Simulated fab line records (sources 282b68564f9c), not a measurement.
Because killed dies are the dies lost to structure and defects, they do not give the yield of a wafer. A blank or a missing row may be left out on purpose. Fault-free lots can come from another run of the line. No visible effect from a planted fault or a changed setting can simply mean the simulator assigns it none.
A lot that was struck, set against a sound lot -- flow rit cmos -- 26 steps out of a route of 202
Sound: the wafers L156.3, L156.5, L156.6. The struck wafers were L172.1, L172.3, L172.5. Last of all comes the cause.
At each step with rows: each side's tool, then ch and its chambers, then its first start. Under that, the readings that differ: sound wafers -- struck wafers -- difference of the means -- sigmas: that difference in standard deviations of wafers without a fault.
alike: words and numbers the same on both sides, and readings whose means are apart by under 2 such deviations; not compared: readings that were withheld, readings missing a value for some wafer, numbers with overlapping values and no deviation given by the record, and bounds like >300 which may hide the same value.
A row with sigmas, a row that says differs or no value, or rows on one side alone: a step with any of these is where the two part. Numbers that don't overlap but have no deviation are shown without sigmas and don't part them. A reading that every wafer of one side lacks parts them only if that side has two wafers or more.

first, 1 step without rows for these wafers: RIT_SPACER_CVD_03 (deposits Si3N4 from SiH2Cl2/NH3, target thk 250 nm, time 3300 s).
RIT_SPACER_THK_MEAS_04:
  sound on film metro-02, day 3 02:35; struck on film metro-02, day 6 17:39
  alike: SPACER_NITRIDE_THK
RIT_SPACER_ETCHBACK_05: etches Si3N4 in SF6/CHF3, stops on SiO2, target depth 250 nm, time 240 s.
  sound on rie diel-03 ch 0,2,3, day 3 02:37; struck on rie diel-03 ch 0,2,3, day 6 17:43
  alike: SF6_flow_sccm, drypump motor current A, oes product au, throttle valve pct
  not compared: rf hours counter h
then, 6 steps without rows for these wafers: RIT_NSD_HMDS_00 (prime time 60 s); RIT_NSD_COAT_01 (resist thk 1000 nm); RIT_NSD_SOFTBAKE_02 (time 60 s); RIT_NSD_EXPOSE_03 (exposes mask M9, target cd 40700 nm); RIT_NSD_PEB_04; RIT_NSD_DEVELOP_05 (develop time 50 s).
RIT_NSD_OVL_MEAS_06:
  sound on overlay-01, day 3 03:51; struck on overlay-01, day 6 18:43
  alike: NSD_OVL
then, 2 steps without rows for these wafers: RIT_NSD_HARDBAKE_07 (time 60 s); RIT_NSD_IMPLANT_08.
RIT_NSD_STRIP_09: strips in O2, time 180 s.
  sound on plasma asher-02 ch 0,1, day 3 04:14; struck on plasma asher-03 ch 1, day 6 19:03
  no value came back on the struck wafers for chamber pressure mTorr (mTorr), drypump motor current A (A); on the sound wafers chamber pressure mTorr (mTorr) reads 4010 3997 3999
reading,sound,struck,difference,sigmas
model.NOVOLAK_of_NSD_COAT_01.thk nm (nm),0 0 0,881.8 884.8 881.7,+882.8,
  not compared: rf hours counter h
RIT_NSD_TW_MEAS_10:
  sound on film metro-04, day 3 04:22; struck on film metro-03, day 6 19:13
reading,sound,struck,difference,sigmas
NSD_TW,3177 3178 3164,3109 3123 3116,-57,-2
then, 6 steps without rows for these wafers: RIT_PSD_HMDS_00 (prime time 60 s); RIT_PSD_COAT_01 (resist thk 1000 nm); RIT_PSD_SOFTBAKE_02 (time 60 s); RIT_PSD_EXPOSE_03 (exposes mask M10, target cd 40900 nm); RIT_PSD_PEB_04; RIT_PSD_DEVELOP_05 (develop time 50 s).
RIT_PSD_OVL_MEAS_06:
  sound on overlay-02, day 3 05:16; struck on overlay-01, day 6 20:15
  alike: PSD_OVL
then, 2 steps without rows for these wafers: RIT_PSD_HARDBAKE_07 (time 60 s); RIT_PSD_IMPLANT_08.
RIT_PSD_STRIP_09: strips in O2, time 180 s.
  sound on plasma asher-03 ch 0,1, day 3 05:40; struck on plasma asher-03 ch 0,1, day 6 20:35
  alike: chamber pressure mTorr, drypump motor current A
  not compared: rf hours counter h
RIT_PSD_TW_MEAS_10:
  sound on film metro-04, day 3 05:47; struck on film metro-01, day 6 20:59
reading,sound,struck,difference,sigmas
PSD_TW,3489 3498 3494,30 30 30,-3464,-99 or more
  not compared: hold
RIT_M1_PROBE_99:
  the record has rows for the sound wafers here (prober-01, day 3 14:16) and none for the struck ones

## WHERE THEY PART
Earliest at RIT_NSD_STRIP_09; latest, in this record, at RIT_M1_PROBE_99.

WHY: whatever the simulator had introduced
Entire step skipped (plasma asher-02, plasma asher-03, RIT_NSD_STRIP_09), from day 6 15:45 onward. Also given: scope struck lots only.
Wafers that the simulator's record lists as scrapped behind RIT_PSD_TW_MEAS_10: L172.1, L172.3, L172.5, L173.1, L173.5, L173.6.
